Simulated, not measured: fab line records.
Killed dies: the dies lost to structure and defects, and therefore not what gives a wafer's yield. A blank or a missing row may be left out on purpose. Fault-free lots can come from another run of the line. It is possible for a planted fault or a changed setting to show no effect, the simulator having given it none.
A struck lot beside a sound one    flow rit_cmos    44 out of 202 route steps
Sound: the wafers L288.3, L288.4, L288.6. The struck wafers were L299.1, L299.2, L299.6. The cause is given at the end.
At each step with rows: each side's tool, then ch and its chambers, then its first start. Under that, the readings that differ: sound wafers    struck wafers    difference of the means    sigmas: that difference in standard deviations of wafers without a fault.
alike: a reading whose means differ by less than 2 such deviations, as well as words and numbers matching on both sides. not compared: withheld readings; readings where some wafer has no value; bounds like >300 that might hide an equal value; numbers whose values overlap and for which the record gives no deviation.
Wherever a step has rows on one side only, a row that says differs or no value, or a row with sigmas, the two part there. Numbers that don't overlap but have no deviation are shown without sigmas and don't part them. A reading missing from all wafers of one side parts the sides only when that side holds two or more wafers.

first, 3 steps without rows for these wafers: RIT_REOX_CLEAN_01 (cleans in dHF, time 30 s); RIT_REOX_CLEAN_02 (cleans in SC2, time 600 s); RIT_REOX_OXIDATION_03 (target thk 25.2 nm, ox time 5580 s).
RIT_REOX_THK_MEAS_04:
  sound on film_metro-04 at day 2 17:49; struck on film_metro-02 at day 5 05:34
  alike: REOX_OXIDE_THK
then, 6 steps without rows for these wafers: RIT_NLDD_HMDS_00 (prime time 60 s); RIT_NLDD_COAT_01 (resist thk 1000 nm); RIT_NLDD_SOFTBAKE_02 (time 60 s); RIT_NLDD_EXPOSE_03 (exposes mask M7, target cd 40700 nm); RIT_NLDD_PEB_04; RIT_NLDD_DEVELOP_05 (develop time 50 s).
RIT_NLDD_OVL_MEAS_06:
  sound on overlay-02 at day 2 19:02; struck on overlay-02 at day 5 07:04
  alike: NLDD_OVL
then, 1 step without rows for these wafers: RIT_NLDD_HARDBAKE_07 (time 60 s).
RIT_NLDD_IMPLANT_08:
  sound on implanter-01 ch 0, day 2 19:16; struck on implanter-04 ch 0, day 5 07:34
  alike: dose_ions_cm2, end_station_pressure_torr
RIT_NLDD_STRIP_09: strips in O2, time 180 s.
  sound on plasma_asher-03 ch 0,1, day 2 19:25; struck on plasma_asher-01 ch 0,1, day 5 07:43
  alike: drypump_motor_current_A, rf_refl_power_W
  not compared: rf_hours_counter_h
RIT_NLDD_TW_MEAS_10:
  sound on film_metro-03 at day 2 19:34; struck on film_metro-01 at day 5 08:07
reading  sound           struck          difference  sigmas
NLDD_TW  2468 2463 2473  2956 2974 2971  +499        +33
then, 6 steps without rows for these wafers: RIT_PLDD_HMDS_00 (prime time 60 s); RIT_PLDD_COAT_01 (resist thk 1000 nm); RIT_PLDD_SOFTBAKE_02 (time 60 s); RIT_PLDD_EXPOSE_03 (exposes mask M8, target cd 40900 nm); RIT_PLDD_PEB_04; RIT_PLDD_DEVELOP_05 (develop time 50 s).
RIT_PLDD_OVL_MEAS_06:
  sound on overlay-01 at day 2 20:28; struck on overlay-02 at day 5 12:48
  alike: PLDD_OVL
then, 2 steps without rows for these wafers: RIT_PLDD_HARDBAKE_07 (time 60 s); RIT_PLDD_IMPLANT_08.
RIT_PLDD_STRIP_09: strips in O2, time 180 s.
  sound on plasma_asher-04 ch 0,1, day 2 20:50; struck on plasma_asher-03 ch 0,1, day 5 13:15
  alike: drypump_motor_current_A, rf_refl_power_W
  not compared: rf_hours_counter_h
RIT_PLDD_TW_MEAS_10:
  sound on film_metro-03 at day 2 20:59; struck on film_metro-04 at day 5 13:26
  alike: PLDD_TW
then, 4 steps without rows for these wafers: RIT_SPACER_CLEAN_00 (cleans in SC1, time 600 s); RIT_SPACER_CLEAN_01 (cleans in dHF, time 30 s); RIT_SPACER_CLEAN_02 (cleans in SC2, time 600 s); RIT_SPACER_CVD_03 (deposits Si3N4 from SiH2Cl2/NH3, target thk 250 nm, time 3300 s).
RIT_SPACER_THK_MEAS_04:
  sound on film_metro-03 at day 2 23:19; struck on film_metro-02 at day 5 16:33
reading                  sound              struck             difference  sigmas
SPACER_NITRIDE_THK (nm)  244.7 245.8 247.8  253.6 252.7 252.4  +6.8        +3
RIT_SPACER_ETCHBACK_05: etches Si3N4 in SF6/CHF3, stops on SiO2, target depth 250 nm, time 240 s.
  sound on rie_diel-02 ch 2,3, day 2 23:22; struck on rie_diel-02 ch 1,2, day 5 16:37
  alike: drypump_motor_current_A, oes_product_au, throttle_valve_pct
  not compared: rf_hours_counter_h
then, 6 steps without rows for these wafers: RIT_NSD_HMDS_00 (prime time 60 s); RIT_NSD_COAT_01 (resist thk 1000 nm); RIT_NSD_SOFTBAKE_02 (time 60 s); RIT_NSD_EXPOSE_03 (exposes mask M9, target cd 40700 nm); RIT_NSD_PEB_04; RIT_NSD_DEVELOP_05 (develop time 50 s).
RIT_NSD_OVL_MEAS_06:
  sound on overlay-02 at day 3 00:30; struck on overlay-02 at day 5 17:47
  alike: NSD_OVL
then, 2 steps without rows for these wafers: RIT_NSD_HARDBAKE_07 (time 60 s); RIT_NSD_IMPLANT_08.
RIT_NSD_STRIP_09: strips in O2, time 180 s.
  sound on plasma_asher-03 ch 0,1, day 3 00:53; struck on plasma_asher-03 ch 0,1, day 5 18:07
  alike: drypump_motor_current_A, rf_refl_power_W
  not compared: rf_hours_counter_h
RIT_SDANNEAL_RS_MEAS_07: a four-point-probe measurement.
  sound on film_metro-04 at day 3 03:26; struck on film_metro-04 at day 5 21:02
reading           sound              struck          difference  sigmas
NLDD_RS (ohm/sq)  151.5 152.0 152.4  86.8 86.5 86.7  -65.3       -99 or more
RIT_M1_PROBE_99:
  the record holds rows for the sound wafers here (prober-01, day 3 10:47) but none for the struck ones

WHERE THEY PART
First at RIT_NLDD_TW_MEAS_10; last, within this record, at RIT_M1_PROBE_99.

WHY: whatever the simulator had introduced
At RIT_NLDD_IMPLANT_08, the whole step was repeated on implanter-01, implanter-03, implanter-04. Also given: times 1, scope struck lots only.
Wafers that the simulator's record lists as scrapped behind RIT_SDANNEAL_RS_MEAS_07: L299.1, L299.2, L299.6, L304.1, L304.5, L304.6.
